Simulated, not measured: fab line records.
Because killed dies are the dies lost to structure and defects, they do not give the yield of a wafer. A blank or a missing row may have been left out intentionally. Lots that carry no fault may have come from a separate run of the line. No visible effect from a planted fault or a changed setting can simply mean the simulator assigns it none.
Chamber matching + flow berkeley_cmos170 + rie_si-01 running UCB170_GATE_ETCH_15: 4 sister chambers
The step etches poly-Si in HBr/Cl2, stops on SiO2, time 56.3 s, target depth 278.2 nm. 14 wafers are shown with their chamber, then 7 later ones without.

## WAFERS, EACH WITH ITS CHAMBER
| wafer  | chamber | drypump_motor_current_A (A) | throttle_valve_pct (%) | oes_product_au (a.u.) |
|--------|---------|-----------------------------|------------------------|-----------------------|
| L557.1 | 1       | 5.9                         | 26.04                  | 0.813                 |
| L557.4 | 0       | 5.8                         | 26.21                  | 0.827                 |
| L557.6 | 2       | 5.5                         | 26.20                  | 0.833                 |
| L555.2 | 1       | 5.9                         | 26.02                  | 0.817                 |
| L555.4 | 2       | 5.5                         | 26.20                  | 0.852                 |
| L555.5 | 3       | 4.7                         | 26.49                  | 0.811                 |
| L559.3 | 0       | 5.8                         | 26.22                  | 0.834                 |
| L559.5 | 1       | 5.8                         | 26.03                  | 0.818                 |
| L559.6 | 0       | 5.8                         | 26.22                  | 0.825                 |
| L565.3 | 0       | 5.8                         | 26.23                  | 0.831                 |
| L565.4 | 3       | 4.7                         | 26.50                  | 0.823                 |
| L565.6 | 3       | 4.7                         | 26.48                  | 0.824                 |
| L563.1 | 1       | 5.9                         | 26.03                  | 0.816                 |
| L563.3 | 2       | 5.5                         | 26.21                  | 0.849                 |

SIGNATURES (means of the wafers above)
| reading                 | chamber 0 | chamber 1 | chamber 2 | chamber 3 | scatter within a chamber |
|-------------------------|-----------|-----------|-----------|-----------|--------------------------|
| drypump_motor_current_A | 5.800     | 5.875     | 5.500     | 4.700     | 0.0274                   |
| throttle_valve_pct      | 26.2200   | 26.0300   | 26.2033   | 26.4900   | 0.00816                  |
| oes_product_au          | 0.82925   | 0.81600   | 0.84467   | 0.81933   | 0.00613                  |
Rule: distance of a wafer from a chamber = root of the sum over the readings of ((wafer's reading minus chamber's mean) / reading's scatter) squared. The wafer belongs to the nearest chamber; if the next one is less than 2 further off, it can't be placed. The scatter: the root of (the sum of the squares of (reading less its chamber's mean) over the shown wafers, divided by (wafers less chambers)).

## WAFERS MISSING THEIR CHAMBER
| wafer  | drypump_motor_current_A (A) | throttle_valve_pct (%) | oes_product_au (a.u.) |
|--------|-----------------------------|------------------------|-----------------------|
| L563.6 | 5.8                         | 26.03                  | 0.830                 |
| L569.3 | 5.8                         | 26.22                  | 0.817                 |
| L569.4 | 4.7                         | 26.50                  | 0.815                 |
| L569.6 | 5.9                         | 26.03                  | 0.811                 |
| L570.2 | 5.8                         | 26.20                  | 0.833                 |
| L570.3 | 5.9                         | 26.03                  | 0.817                 |
| L570.5 | 4.7                         | 26.48                  | 0.815                 |

## WHICH CHAMBER EACH ONE RAN IN
| wafer  | from the rows above | in truth |
|--------|---------------------|----------|
| L563.6 | 1                   | 1        |
| L569.3 | 0                   | 0        |
| L569.4 | 3                   | 3        |
| L569.6 | 1                   | 1        |
| L570.2 | 0                   | 0        |
| L570.3 | 1                   | 1        |
| L570.5 | 3                   | 3        |
Placed correctly: 7 of 7. Left unplaced by these rows: 0. Number placed wrongly: 0.
